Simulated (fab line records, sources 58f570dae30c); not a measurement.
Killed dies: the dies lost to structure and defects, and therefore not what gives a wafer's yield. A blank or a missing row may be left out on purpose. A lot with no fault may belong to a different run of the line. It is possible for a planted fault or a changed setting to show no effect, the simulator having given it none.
Chamber matching -- flow berkeley_cmos170 -- pecvd-02 running UCB170_SPACER_CVD_00: 3 sister chambers
The step deposits SiO2 from TEOS/O2, target thk 376 nm, time 47 s. 6 wafers are shown with their chamber, then 9 later ones without.

## WAFERS PAIRED WITH THEIR CHAMBERS
wafer,chamber,heater_power_w (W),rf_fwd_power_W (W)
L974.3,2,206,547.5
L975.4,0,251,544.3
L975.6,1,323,544.1
L978.2,1,319,544.1
L978.4,2,265,545.6
L978.6,0,290,549.2

## WAFERS WITH NO CHAMBER GIVEN
wafer,heater_power_w (W),rf_fwd_power_W (W)
L980.1,348,544.7
L980.3,258,544.2
L980.5,273,545.9
L979.1,232,544.9
L979.2,268,544.6
L979.4,262,544.9
L981.1,400,544.1
L981.3,190,547.8
L981.5,214,545.2

## THE CHAMBER EACH PASSED THROUGH
wafer,from the rows above,in truth
L980.1,can't be placed: 1 or 0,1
L980.3,can't be placed: 0 or 2 or 1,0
L980.5,can't be placed: 0 or 2 or 1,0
L979.1,can't be placed: 2 or 0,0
L979.2,can't be placed: 0 or 2 or 1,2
L979.4,can't be placed: 0 or 2 or 1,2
L981.1,can't be placed: 1 or 0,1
L981.3,can't be placed: 2 or 0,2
L981.5,can't be placed: 2 or 0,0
0 of 9 placed correctly. From these rows, 9 cannot be placed; in 9 the true chamber is one of the candidates. Placed wrongly: 0.
How it was worked out, from the rows above alone: a wafer's distance from a chamber is the root of the sum, over the readings, of the square of ((its reading less the chamber's mean) divided by the reading's scatter). The wafer belongs to the nearest chamber; if the next one is less than 2 further off, it can't be placed. For every chamber, the mean is computed from those of its wafers that are shown. The scatter is the square root of a quotient: the sum, over the shown wafers, of each reading's squared deviation from its chamber's mean, divided by wafers minus chambers.
